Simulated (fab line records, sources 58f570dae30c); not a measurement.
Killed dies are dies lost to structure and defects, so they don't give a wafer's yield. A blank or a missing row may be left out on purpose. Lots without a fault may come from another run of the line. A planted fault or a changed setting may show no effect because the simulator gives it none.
Problem report in the 8D (eight disciplines) form, filled by code | flow berkeley_cmos170 | the parts of the form that need people (team, actions taken, sign-off) are left out

1. THE PROBLEM
NSD_TW at UCB170_NSD_TW_MEAS_10 reads a mean of 3949 on 9 wafers of 3 lots; wafers without a fault read 4248 with a standard deviation of 58. That is -5.1 standard deviations from the usual mean.
First seen on wafer L779.2, day 11 01:52, on film_metro-02. The record holds 45 wafers of 15 lots with a number at this step. Rule for "out", or "out of limits": more than 4 standard deviations from the usual mean. The other wafers with a number count as sound.

2. WHAT IT IS AND WHAT IT IS NOT
question                    | is                           | is not
which readings at this step | NSD_TW                       | -
which lots                  | L779, L780, L783             | L770, L772, L773, L774, L775, L776, L777, L782, L785, L786, L787, L788
which wafers of those lots  | all that have a number       | -
read on which gauges        | film_metro-02, film_metro-04 | film_metro-03
when                        | from day 11 01:52            | up to then (24 sound wafers); but 12 sound wafers of L785, L786, L787, L788 came after

3. SUSPECTS, AND WHAT RULES EACH OUT
Counting: a tool at a process step up to the reading stays a suspect if it ran every lot that is out and no sound lot after the first of them.
- the gauge at UCB170_NSD_TW_MEAS_10: ruled out. The wafers that are out were read on 2 gauges (film_metro-02, film_metro-04).
- implanter-01 at UCB170_NSD_IMPLANT_08: kept. It ran every lot that is out, first L779 (day 11 01:38), and no sound lot after that; its last sound lot up to then is L777 (day 10 13:05). Its own readings are out on those wafers: dose_ions_cm2, faraday_current_uA.
Left after counting: implanter-01 at UCB170_NSD_IMPLANT_08.

4. THE CAUSE (what the simulator had put in)
Process parameter drift: implanter-01, from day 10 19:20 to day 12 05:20, at UCB170_NSD_IMPLANT_08. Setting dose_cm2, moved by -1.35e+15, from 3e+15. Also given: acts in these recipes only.
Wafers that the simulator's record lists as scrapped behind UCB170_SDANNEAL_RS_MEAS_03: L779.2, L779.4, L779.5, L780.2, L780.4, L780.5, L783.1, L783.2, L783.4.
Counting left only this tool.

5. THE CHAIN OF EFFECTS, in route order
Each row: a reading whose mean over the struck wafers that have a number lies more than 3 standard deviations from the usual. Only readings for which the record gives a usual standard deviation are gone through. hours: the time from each lot's start at the first step in this table that gives one to its start at this step, as a median over the lots. sigmas: the change in usual standard deviations.
hours | step                       | reading                   | usual         | on struck wafers | change    | sigmas
0     | UCB170_NSD_IMPLANT_08      | dose_ions_cm2             | 3e+15         | 2e+15            | -1e+15    | -99 or more
0     | UCB170_NSD_IMPLANT_08      | end_station_pressure_torr | 1.24e-05 Torr | 9.06e-06         | -3.34e-06 | -5.3
0     | UCB170_NSD_IMPLANT_08      | faraday_current_uA        | 9259          | 5165             | -4094     | -22
0     | UCB170_NSD_STRIP_09        | oes_product_au            | 0.534 a.u.    | 0.589            | +0.055    | +11
0     | UCB170_NSD_STRIP_09        | strip_time_to_endpoint_s  | 35.81 s       | 30.43            | -5.38     | -66
0     | UCB170_NSD_TW_MEAS_10      | NSD_TW                    | 4248          | 3949             | -299      | -5.1
4     | UCB170_SDANNEAL_RS_MEAS_03 | NSD_RS                    | 37.29 ohm/sq  | 53.60            | +16.31    | +99 or more
The process steps in it:
- UCB170_NSD_IMPLANT_08
- UCB170_NSD_STRIP_09: strips in O2.

6. WHAT WOULD HAVE CAUGHT IT SOONER
In this record the first reading out of limits at a measuring or inspecting step was taken at day 11 01:52, 7 hours after the fault began at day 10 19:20.
The tool's own readings at UCB170_NSD_IMPLANT_08 were out on every struck wafer that the step has a row for (dose_ions_cm2, faraday_current_uA): an alarm limit on them would have fired on the first of those.
Of the lots that are out (3), L780, L783 began UCB170_NSD_IMPLANT_08 on implanter-01 after day 11 01:52. A hold on the tool at that time would have spared those 2.
